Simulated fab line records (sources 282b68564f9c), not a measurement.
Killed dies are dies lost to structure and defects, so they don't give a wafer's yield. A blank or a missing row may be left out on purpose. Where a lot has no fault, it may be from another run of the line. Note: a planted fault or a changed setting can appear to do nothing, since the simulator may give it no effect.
The tool behind it: which one? :: flow rit cmos :: Sampling: 7 lots, 21 wafers, 2 of 202 route steps

== WHAT THE GAUGES SHOWED, per wafer ==
RIT_FOX1_THK_MEAS_01.
lot: L682
measured: day 2 01:05
on: film metro-04
FOX1_OXIDE_THK (nm): 342 342 339

lot: L686
measured: day 2 20:20
on: film metro-04
FOX1_OXIDE_THK (nm): 349 343 347

lot: L689
measured: day 3 13:41
on: film metro-04
FOX1_OXIDE_THK (nm): 345 344 344

lot: L692
measured: day 4 04:09
on: film metro-02
FOX1_OXIDE_THK (nm): 347 353 353

lot: L697
measured: day 5 02:24
on: film metro-03
FOX1_OXIDE_THK (nm): 336 343 345

lot: L700
measured: day 5 18:18
on: film metro-02
FOX1_OXIDE_THK (nm): 347 347 342

lot: L704
measured: day 6 12:27
on: film metro-03
FOX1_OXIDE_THK (nm): 357 353 357

== EACH LOT AND THE TOOL THAT RAN IT (in order: tool; ch and the chambers of the sampled wafers; start) ==
lot: L682
RIT_ACTIVE_STRIP_14: plasma asher-04 ch 0,1, day 1 21:47

lot: L686
RIT_ACTIVE_STRIP_14: plasma asher-01 ch 1, day 2 17:42

lot: L689
RIT_ACTIVE_STRIP_14: plasma asher-01 ch 0,1, day 3 11:17

lot: L692
RIT_ACTIVE_STRIP_14: plasma asher-01 ch 0,1, day 3 23:11

lot: L697
RIT_ACTIVE_STRIP_14: plasma asher-04 ch 0,1, day 4 23:29

lot: L700
RIT_ACTIVE_STRIP_14: plasma asher-04 ch 0,1, day 5 16:16

lot: L704
RIT_ACTIVE_STRIP_14: plasma asher-01 ch 0,1, day 6 09:50
- RIT_ACTIVE_STRIP_14: strips in O2, time 180 s.

== THE ANSWER, worked out from the rows above alone ==
Rule: what is usual is taken from the lots themselves. Put in order of their means at a reading, lots are off if they are a third of the lots or fewer, leave a main group of 4 or more, and stand apart from it by a gap of 3 or more times the standard deviation of the main group's means; of several such gaps the widest counts. A main group whose means are all the same, to the digits that the tables above print for the reading, isn't used. A lot without any number at a reading at which 4 lots or more have one is off too. Any other lot the step has rows for is counted as sound.
Nothing can be told from this: no lot is off at any reading shown.

== WHAT THE SIMULATOR HAD PUT IN ==
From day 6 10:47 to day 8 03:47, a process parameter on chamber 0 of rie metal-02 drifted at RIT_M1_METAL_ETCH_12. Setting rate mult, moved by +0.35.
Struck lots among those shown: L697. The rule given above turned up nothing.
